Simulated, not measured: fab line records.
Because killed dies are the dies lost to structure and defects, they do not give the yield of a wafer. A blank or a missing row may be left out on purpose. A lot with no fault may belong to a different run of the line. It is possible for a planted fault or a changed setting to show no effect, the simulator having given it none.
Check for tools in common -- flow rit_cmos -- 42 wafers sampled across 13 lots

## REASON FOR OPENING
At RIT_NLDD_TW_MEAS_10 the reading NLDD_TW is flagged on 1 of 13 lots. Wafers without a fault read 2497, standard deviation 21.
Rule: flag the lot when none of its wafers has a number, or when each of its wafers that has one lies beyond 4 standard deviations from that mean. All remaining lots are regarded as sound.

lot,measured,on,"NLDD_TW, wafer by wafer",flag
L959,day 3 04:42,film_metro-03,2507 2528 2539,
L960,day 3 04:50,film_metro-04,2493 2477 2473,
L962,day 3 17:46,film_metro-02,2491 2486 2500,
L965,day 4 07:35,film_metro-02,2491 2502 2489,
L966,day 4 10:27,film_metro-03,2546 2538 2554,
L968,day 4 22:17,film_metro-02,2489 2496 2510,
L969,day 5 01:29,film_metro-02,30 30 30 30 30 30,FLAGGED
L970,day 5 02:12,film_metro-02,2487 2484 2505,
L978,day 7 16:00,film_metro-02,2502 2497 2501,
L980,day 7 21:28,film_metro-02,2494 2513 2503,
L979,day 7 21:41,film_metro-04,2490 2488 2473,
L981,day 8 05:16,film_metro-04,2475 2464 2461,
L982,day 8 12:16,film_metro-03,2508 2512 2533,
Flagged lots average 30: -2467 relative to the usual, that is -99 or more standard deviations.

## TOOL THAT RAN EACH LOT
The record keeps 1 process step preceding the reading, out of 202 steps on the route. Every cell lists first the tool, next ch and the chambers used by the sampled wafers, and last the start.
lot,flag,RIT_NLDD_EXPOSE_03
L959,,"iline_stepper-01 ch 0, day 3 03:47"
L960,,"iline_stepper-01 ch 0, day 3 03:55"
L962,,"iline_stepper-01 ch 0, day 3 16:34"
L965,,"iline_stepper-01 ch 0, day 4 06:41"
L966,,"iline_stepper-01 ch 0, day 4 09:32"
L968,,"iline_stepper-02 ch 0, day 4 21:23"
L969,FLAGGED,"iline_stepper-01 ch 0, day 5 00:35"
L970,,"iline_stepper-01 ch 0, day 5 01:18"
L978,,"iline_stepper-02 ch 0, day 7 15:07"
L980,,"iline_stepper-02 ch 0, day 7 20:31"
L979,,"iline_stepper-01 ch 0, day 7 20:43"
L981,,"iline_stepper-02 ch 0, day 8 04:22"
L982,,"iline_stepper-01 ch 0, day 8 11:22"
These steps, and what they do:
- RIT_NLDD_EXPOSE_03: exposes mask M7, target cd 40700 nm.
- RIT_NLDD_TW_MEAS_10

## FLAGGED AGAINST TOTAL, ONE TOOL AT A TIME (gauges that did the reading follow at the end)
step,tool,lots run,flagged,share of the flagged lots,sound lots run after its first flagged lot
RIT_NLDD_EXPOSE_03,iline_stepper-01,9,1,all,"3 (L970,L979,L982)"
RIT_NLDD_EXPOSE_03,iline_stepper-02,4,0,none,-
RIT_NLDD_TW_MEAS_10,film_metro-02,7,1,all,"3 (L970,L978,L980)"
RIT_NLDD_TW_MEAS_10,film_metro-03,3,0,none,-
RIT_NLDD_TW_MEAS_10,film_metro-04,3,0,none,-

## WHAT IS ALLOWED BY THE TABLE
Rows of the table that ran all the flagged lots, 2 in number: iline_stepper-01 at RIT_NLDD_EXPOSE_03; film_metro-02 at RIT_NLDD_TW_MEAS_10.
- iline_stepper-01 at RIT_NLDD_EXPOSE_03 ran 9 lots, 1 of them flagged. After the first flagged lot (L970, L979, L982), sound lots still ran on it; a lasting fault on the whole tool would not permit that.
- film_metro-02 at RIT_NLDD_TW_MEAS_10 ran 7 lots, 1 of them flagged. After the first flagged lot (L970, L978, L980), sound lots still ran on it; a lasting fault on the whole tool would not permit that.
No row of the table ran every flagged lot and no sound lot after the first.

## WHAT HAD BEEN PUT IN BY THE SIMULATOR
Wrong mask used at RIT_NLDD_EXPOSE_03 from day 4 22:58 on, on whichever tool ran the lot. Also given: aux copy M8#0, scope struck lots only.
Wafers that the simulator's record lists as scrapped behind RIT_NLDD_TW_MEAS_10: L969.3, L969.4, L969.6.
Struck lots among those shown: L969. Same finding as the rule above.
